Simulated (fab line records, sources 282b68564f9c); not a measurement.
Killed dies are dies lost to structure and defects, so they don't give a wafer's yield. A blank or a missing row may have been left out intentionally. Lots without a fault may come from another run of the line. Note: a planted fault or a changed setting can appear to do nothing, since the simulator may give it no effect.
fab line records    flow rit-cmos
record: lots: 5  wafers: 27
route steps=202 shown SPACER@125 CONTACT@168
start-h: hours from the record's first day to the start of the lot's first wafer shown    wait-h: time in hours since the lot's previous step    " same as the row above    L1.1+2: a single row standing in for several wafers    - value missing, or start not given    * or withheld: withheld    < > ~ a bound
route shown NAME@n: names a module that has steps shown in the file, with the first one's number in the route    usual: mean/standard deviation taken from wafers without a fault    same: alike in all rows    chamber/n: place in a boat    sites: the reading at each site    _std_site: standard deviation of those values    _edge_site: inner sites' mean taken away from outer sites' mean    radius-mm: for every site, how far away it sits from the centre of the wafer    mask NAME#n: copy n    behind: the tool/chamber that last shaped the wafer    hold: the reason the lot was held/the length of the hold in hours/how it ended    device: the n, p or np transistor that did not switch    end of line: tests of these same wafers at the route's end    a step without rows: its recipe alone    killed: count of dies lost to structure and defects at first sort (not the wafer's yield)    map: per-die view of a wafer (x killed, . not killed, _ where there is no die)
set.NAME: the setting as run; set.NAME@STEP: as run at that earlier step    model.NAME: the simulator's own value behind a step, which no gauge read
lots whose settings were changed on purpose; a table a step, a row a wafer
== steps ==
step: RIT_SPACER_CLEAN_00
recipe: chemistry: SC1  mix: 3:3:50  time-s: 600  temp-c: 75
lot.wafer  tool          chamber  start-h  wait-h  set.time-s  model.SiO2_of_FOX2_OXIDATION_00.thk-nm  model.SiO2_of_REOX_OXIDATION_03.thk-nm
L078.2     wet-bench-03  0        63.95    0.0     600         248                                     22.81
L078.4     "             0        "        "       600         247.3                                   22.91
L078.6     "             0        "        "       600         245                                     22.88
L079.1     -             -        -        0.1     891         232                                     22.42
L079.2     "             -        "        "       891         233.2                                   22.61
L079.3     "             -        "        "       891         234.5                                   22.78
L079.4     "             -        "        "       891         235.5                                   22.88
L079.5     "             -        "        "       891         231.9                                   22.69
L079.6     "             -        "        "       891         230                                     22.58
L081.1     -             -        -        0.1     500.7       246.1                                   23.66
L081.2     "             -        "        "       500.7       247.3                                   24.04
L081.3     "             -        "        "       500.7       248.9                                   23.62
L081.4     "             -        "        "       500.7       245.9                                   23.45
L081.5     "             -        "        "       500.7       249.7                                   23.55
L081.6     "             -        "        "       500.7       249.8                                   24.31
L082.1     -             -        -        0.1     600         254.6                                   23.48
L082.2     "             -        "        "       600         256.4                                   23.64
L082.3     "             -        "        "       600         253.4                                   23.57
L082.4     "             -        "        "       600         260.1                                   23.47
L082.5     "             -        "        "       600         256.7                                   23.56
L082.6     "             -        "        "       600         253.9                                   23.49
L083.1     -             -        -        0.1     948.6       229.4                                   22.67
L083.2     "             -        "        "       948.6       233                                     22.54
L083.3     "             -        "        "       948.6       233                                     22.5
L083.4     "             -        "        "       948.6       220.2                                   22.93
L083.5     "             -        "        "       948.6       221.9                                   22.66
L083.6     "             -        "        "       948.6       225.7                                   22.67
step: RIT_CONTACT_CVD_00
recipe: material: SiO2  target-thk-nm: 400  precursor: TEOS  temp-c: 390  time-s: 61  rf-w: 400
lot.wafer  tool      chamber  start-h  wait-h  set.time-s  model.SiO2_of_CONTACT_CVD_00.thk-nm
L078.2     pecvd-04  2        70.87    0.0     61          392.4
L078.4     "         0        "        "       61          401.3
L078.6     "         1        "        "       61          389
L079.1     pecvd-02  0        76.18    0.1     61          400.6
L079.2     "         2        "        "       61          395.5
L079.3     "         1        "        "       61          393.1
L079.4     "         1        "        "       61          398.4
L079.5     "         0        "        "       61          400.3
L079.6     "         2        "        "       61          405.3
L081.1     pecvd-04  1        86.76    0.1     76.1        485.5
L081.2     "         2        "        "       61          399.2
L081.3     "         0        "        "       61          396.1
L081.4     "         0        "        "       76.1        502.6
L081.5     "         2        "        "       61          403.8
L081.6     "         1        "        "       76.1        491.8
L082.1     pecvd-02  2        92.29    0.1     95.06       619.6
L082.2     "         1        "        "       61          401.5
L082.3     "         0        "        "       95.06       623.4
L082.4     "         2        "        "       61          407.8
L082.5     "         0        "        "       61          407.2
L082.6     "         1        "        "       95.06       633.6
L083.1     pecvd-01  0        96.14    0.1     61          385.1
L083.2     "         1        "        "       61          397.4
L083.3     "         2        "        "       85.79       548.9
L083.4     "         0        "        "       85.79       553.8
L083.5     "         1        "        "       61          400.5
L083.6     "         2        "        "       85.79       560.4
step: RIT_CONTACT_THK_MEAS_01
recipe: reads: SiO2_of_CONTACT_CVD_00
usual: CONTACT_TEOS_THK: 397/5.7
lot.wafer  tool           chamber  start-h  wait-h  set.time-s@CONTACT_CVD_00  CONTACT_TEOS_THK[nm]
L078.2     film-metro-04  -        70.94    0.0     61                         392
L078.4     "              -        "        "       61                         401
L078.6     "              -        "        "       61                         389
L079.1     film-metro-02  -        76.23    0.0     61                         401
L079.2     "              -        "        "       61                         395
L079.3     "              -        "        "       61                         393
L079.4     "              -        "        "       61                         399
L079.5     "              -        "        "       61                         400
L079.6     "              -        "        "       61                         405
L081.1     film-metro-04  -        86.81    0.0     76.1                       485
L081.2     "              -        "        "       61                         400
L081.3     "              -        "        "       61                         396
L081.4     "              -        "        "       76.1                       503
L081.5     "              -        "        "       61                         404
L081.6     "              -        "        "       76.1                       492
L082.1     film-metro-04  -        92.34    0.0     95.06                      620
L082.2     "              -        "        "       61                         401
L082.3     "              -        "        "       95.06                      623
L082.4     "              -        "        "       61                         408
L082.5     "              -        "        "       61                         407
L082.6     "              -        "        "       95.06                      633
L083.1     film-metro-04  -        96.19    0.0     61                         385
L083.2     "              -        "        "       61                         397
L083.3     "              -        "        "       85.79                      549
L083.4     "              -        "        "       85.79                      554
L083.5     "              -        "        "       61                         400
L083.6     "              -        "        "       85.79                      560
step: RIT_CONTACT_DEVELOP_07
recipe: resist: NOVOLAK  develop-time-s: 120  dev-temp-c: 23
lot.wafer         tool            chamber  start-h  wait-h  set.develop-time-s
L078.2+4+6        litho-track-03  0        -        -       120
L079.1+2+3+4+5+6  litho-track-04  0        -        -       120
L081.1+3+6        litho-track-04  0        -        -       55.42
L081.2+4+5        "               0        "        "       120
L082.1+2+6        litho-track-01  0        -        -       98.16
L082.3+4+5        "               0        "        "       120
L083.1+4+5        litho-track-04  0        -        -       120
L083.2+3+6        "               0        "        "       51.25
step: RIT_CONTACT_CD_MEAS_08
recipe: target-cd-nm: 1000
usual: cd-nm: 999.3/2.2
lot.wafer  tool       chamber  start-h  wait-h  set.develop-time-s@CONTACT_DEVELOP_07  cd-nm
L078.2     cd-sem-01  -        72.31    -       120                                    1002.1
L078.4     "          -        "        "       120                                    1002.2
L078.6     "          -        "        "       120                                    1000.0
L079.1     cd-sem-01  -        77.38    -       120                                    1001.1
L079.2     "          -        "        "       120                                    1001.1
L079.3     "          -        "        "       120                                    1000.8
L079.4     "          -        "        "       120                                    1003.1
L079.5     "          -        "        "       120                                    1000.0
L079.6     "          -        "        "       120                                    1001.7
L081.1     cd-sem-01  -        87.84    -       55.42                                  931.5
L081.2     "          -        "        "       120                                    998.7
L081.3     "          -        "        "       55.42                                  930.8
L081.4     "          -        "        "       120                                    998.8
L081.5     "          -        "        "       120                                    999.7
L081.6     "          -        "        "       55.42                                  931.0
L082.1     cd-sem-01  -        93.59    -       98.16                                  982.6
L082.2     "          -        "        "       98.16                                  983.0
L082.3     "          -        "        "       120                                    996.6
L082.4     "          -        "        "       120                                    997.7
L082.5     "          -        "        "       120                                    999.2
L082.6     "          -        "        "       98.16                                  980.5
L083.1     cd-sem-01  -        97.22    -       120                                    1001.9
L083.2     "          -        "        "       51.25                                  927.0
L083.3     "          -        "        "       51.25                                  927.9
L083.4     "          -        "        "       120                                    1002.4
L083.5     "          -        "        "       120                                    1001.7
L083.6     "          -        "        "       51.25                                  928.4
step: RIT_CONTACT_HARDBAKE_10
recipe: resist: NOVOLAK  temp-c: 140  time-s: 60
step: RIT_CONTACT_ETCH_11
recipe: target-depth-a: 4800  over-etch-frac: 0.2  stop-on: TiSi2  chemistry: CHF3/CF4/Ar  target: SiO2  CHF3_flow_sccm: 50  cf4-flow-sccm: 10  Ar_flow_sccm: 100  O2_flow_sccm: 5  pressure-mtorr: 100  rf-w: 200  time-s: 320
lot.wafer  tool         chamber  start-h  wait-h  set.time-s@CONTACT_CVD_00  set.develop-time-s@CONTACT_DEVELOP_07  model.CONTACT.feature-depth-nm  model.etch.depth-nm  model.CONTACT.cd-nm
L078.2     rie-diel-04  0        72.60    0.1     61                         120                                    392.4                           392.4                1002
L078.4     "            2        "        "       61                         120                                    401.3                           401.3                1003
L078.6     "            2        "        "       61                         120                                    389                             389                  1001
L079.1     rie-diel-01  1        77.68    0.1     61                         120                                    400.6                           400.6                1001
L079.2     "            3        "        "       61                         120                                    395.5                           395.5                1001
L079.3     "            0        "        "       61                         120                                    393.1                           393.1                1000
L079.4     "            2        "        "       61                         120                                    398.4                           398.4                1003
L079.5     "            2        "        "       61                         120                                    400.3                           400.3                999.9
L079.6     "            1        "        "       61                         120                                    405.3                           405.3                1002
L081.1     rie-diel-04  3        88.15    0.1     76.1                       55.42                                  469.7                           469.7                931.3
L081.2     "            2        "        "       61                         120                                    399.2                           399.2                998.5
L081.3     "            0        "        "       61                         55.42                                  396.1                           396.1                930.8
L081.4     "            1        "        "       76.1                       120                                    472.9                           472.9                998.8
L081.5     "            3        "        "       61                         120                                    403.8                           403.8                999.2
L081.6     "            0        "        "       76.1                       55.42                                  464.2                           464.2                930.6
L082.1     rie-diel-02  1        93.90    0.1     95.06                      98.16                                  475.7                           475.7                982.5
L082.2     "            0        "        "       61                         98.16                                  401.5                           401.5                982.7
L082.3     "            2        "        "       95.06                      120                                    477.6                           477.6                997.1
L082.4     "            0        "        "       61                         120                                    407.8                           407.8                997.1
L082.5     "            2        "        "       61                         120                                    407.2                           407.2                999.3
L082.6     "            1        "        "       95.06                      98.16                                  471.5                           471.5                980.1
L083.1     rie-diel-01  1        97.52    0.1     61                         120                                    385.1                           385.1                1002
L083.2     "            0        "        "       61                         51.25                                  397.4                           397.4                926.6
L083.3     "            3        "        "       85.79                      51.25                                  482.2                           482.2                928.3
L083.4     "            0        "        "       85.79                      120                                    485.7                           485.7                1003
L083.5     "            3        "        "       61                         120                                    400.5                           400.5                1002
L083.6     "            1        "        "       85.79                      51.25                                  483.2                           483.2                929
step: RIT_CONTACT_STRIP_12
recipe: chemistry: O2  time-s: 180  resist: NOVOLAK  platen-temp-c: withheld  power-w: 500  pressure-mtorr: 4000  o2-flow-sccm: 4000
step: RIT_CONTACT_CD_MEAS_90
recipe: target-cd-nm: 1000
usual: cd-nm: 999.3/2.3
lot.wafer  tool       chamber  start-h  wait-h  set.develop-time-s@CONTACT_DEVELOP_07  cd-nm
L078.2     cd-sem-02  -        72.99    0.1     120                                    1001.6
L078.4     "          -        "        "       120                                    1002.9
L078.6     "          -        "        "       120                                    1000.6
L079.1     cd-sem-01  -        78.05    0.1     120                                    1001.4
L079.2     "          -        "        "       120                                    1001.3
L079.3     "          -        "        "       120                                    1000.3
L079.4     "          -        "        "       120                                    1002.9
L079.5     "          -        "        "       120                                    999.8
L079.6     "          -        "        "       120                                    1002.2
L081.1     cd-sem-02  -        88.51    0.1     55.42                                  931.5
L081.2     "          -        "        "       120                                    998.5
L081.3     "          -        "        "       55.42                                  930.5
L081.4     "          -        "        "       120                                    999.1
L081.5     "          -        "        "       120                                    999.3
L081.6     "          -        "        "       55.42                                  930.7
L082.1     cd-sem-01  -        94.27    0.1     98.16                                  982.3
L082.2     "          -        "        "       98.16                                  982.8
L082.3     "          -        "        "       120                                    996.7
L082.4     "          -        "        "       120                                    997.1
L082.5     "          -        "        "       120                                    999.4
L082.6     "          -        "        "       98.16                                  980.3
L083.1     cd-sem-02  -        97.89    0.1     120                                    1002.3
L083.2     "          -        "        "       51.25                                  926.6
L083.3     "          -        "        "       51.25                                  928.4
L083.4     "          -        "        "       120                                    1003.2
L083.5     "          -        "        "       120                                    1001.7
L083.6     "          -        "        "       51.25                                  929.1
== key ==
split: step: RIT_SPACER_CLEAN_00  setting: time-s  stated: 600  by: lot
response: step: RIT_SPACER_CLEAN_00  reading: model.SiO2_of_FOX2_OXIDATION_00.thk-nm  change: -0.326  per: 1%  r: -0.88
response: step: RIT_SPACER_CLEAN_00  reading: model.SiO2_of_REOX_OXIDATION_03.thk-nm  change: -0.0143  per: 1%  r: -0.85
split: step: RIT_CONTACT_CVD_00  setting: time-s  stated: 61  by: wafer
response: step: RIT_CONTACT_CVD_00  reading: model.SiO2_of_CONTACT_CVD_00.thk-nm  change: +3.92  per: 1%  r: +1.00
response: step: RIT_CONTACT_THK_MEAS_01  reading: CONTACT_TEOS_THK  change: +3.92  per: 1%  r: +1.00
response: step: RIT_CONTACT_ETCH_11  reading: model.CONTACT.feature-depth-nm  change: +1.71  per: 1%  r: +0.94
response: step: RIT_CONTACT_ETCH_11  reading: model.etch.depth-nm  change: +1.71  per: 1%  r: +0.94
split: step: RIT_CONTACT_DEVELOP_07  setting: develop-time-s  stated: 120  by: wafer
response: step: RIT_CONTACT_CD_MEAS_08  reading: cd-nm  change: +1.26  per: 1%  r: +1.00
response: step: RIT_CONTACT_ETCH_11  reading: model.CONTACT.cd-nm  change: +1.26  per: 1%  r: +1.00
response: step: RIT_CONTACT_CD_MEAS_90  reading: cd-nm  change: +1.26  per: 1%  r: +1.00
